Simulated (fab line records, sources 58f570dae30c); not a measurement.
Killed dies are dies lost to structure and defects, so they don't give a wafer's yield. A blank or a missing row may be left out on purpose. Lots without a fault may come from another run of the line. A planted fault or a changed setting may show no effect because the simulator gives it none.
Split-lot experiment | flow berkeley_cmos170 | 5 lots, 23 wafers read, on a route of 331 steps

THE SPLIT
At UCB170_M1_EXPOSE_06 (exposes mask METAL1, target cd 700 nm), the setting dose_mj was moved away from the recipe's 21 on 11 of the 23 wafers read, by -4.8% to +3.3%. The other wafers ran this setting at the recipe's value.

FROM THE SPLIT TO THE READING: what the file shows between them, 2 steps
- UCB170_M1_PEB_07
- UCB170_M1_DEVELOP_08: develop time 45 s

THE READING
cd_nm, in nm, at UCB170_M1_CD_MEAS_09 (target cd 700 nm). Fault-free wafers of this fab line usually give 699.8 nm, standard deviation 1.3 nm.

wafer  | tool, chamber at the split | dose_mj as run | against the recipe | cd_nm, nm | against lot-mates on the recipe
L075.1 | krf_scanner-02, 0          | 21.41          | +2.0%              | 695.1     | -3.4
L075.2 | krf_scanner-02, 0          | 21.41          | +2.0%              | 694.9     | -3.6
L075.3 | krf_scanner-02, 0          | 21.41          | +2.0%              | 695.3     | -3.2
L075.5 | krf_scanner-02, 0          | 21             | recipe             | 698.7     | -
L075.6 | krf_scanner-02, 0          | 21             | recipe             | 698.3     | -
L077.1 | krf_scanner-01, 0          | 21             | recipe             | 700.2     | -
L077.2 | krf_scanner-01, 0          | 20.16          | -4.0%              | 707.0     | +7.3
L077.3 | krf_scanner-01, 0          | 20.16          | -4.0%              | 707.3     | +7.6
L077.4 | krf_scanner-01, 0          | 21             | recipe             | 699.1     | -
L077.5 | krf_scanner-01, 0          | 20.16          | -4.0%              | 705.3     | +5.6
L079.2 | krf_scanner-01, 0          | 21             | recipe             | 700.7     | -
L079.3 | krf_scanner-01, 0          | 21             | recipe             | 699.9     | -
L079.4 | krf_scanner-01, 0          | 21             | recipe             | 699.8     | -
L083.1 | krf_scanner-01, 0          | 20             | -4.8%              | 709.5     | +8.8
L083.2 | krf_scanner-01, 0          | 21             | recipe             | 700.5     | -
L083.3 | krf_scanner-01, 0          | 21             | recipe             | 700.1     | -
L083.4 | krf_scanner-01, 0          | 21             | recipe             | 701.6     | -
L083.5 | krf_scanner-01, 0          | 20             | -4.8%              | 709.1     | +8.4
L084.1 | krf_scanner-02, 0          | 21.7           | +3.3%              | 695.2     | -5.3
L084.2 | krf_scanner-02, 0          | 21             | recipe             | 700.1     | -
L084.3 | krf_scanner-02, 0          | 21.7           | +3.3%              | 695.2     | -5.3
L084.4 | krf_scanner-02, 0          | 21             | recipe             | 700.9     | -
L084.5 | krf_scanner-02, 0          | 21.7           | +3.3%              | 695.2     | -5.3

THE FIT
A straight line over all 23 wafers: cd_nm changes by -1.77 nm for each +1% of dose_mj; r = -0.97; the points scatter about the line by 1.1 nm.
The same after taking each lot's own level away (the mean of its wafers on the recipe; 23 wafers): -1.71 nm for each +1%; r = -0.99; scatter 0.53 nm.
On that fit, the largest move of dose_mj shifts the reading by 8.2 nm.
The lots' own levels span 698.50 to 700.73 nm, that is 1.7 times the standard deviation above.
So the lot-to-lot level changes the slope little: the two slopes agree.
Check: with one of the wafers moved furthest among these (-4.8%) left out of the fit, the line predicts +8.12 nm for it against its lot-mates. It came out at +8.77 nm against them.

THE WHOLE CHAIN: every reading that the file lists as answering this split, in the file's order
step                 | what it does         | reading                                                   | change (the file's fit)              | r (the file's)
UCB170_M1_CD_MEAS_09 | target cd 700 nm     | cd_nm                                                     | -1.73 nm for each +1% of the setting | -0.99
UCB170_M1_ETCH_11    | etches BARC in N2/H2 | M1.cd_nm (the simulator's own value, which no gauge read) | -1.72 nm for each +1% of the setting | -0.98

THE FILE'S OWN FIT
cd_nm changes by -1.73 nm for each +1% of dose_mj, r = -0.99.
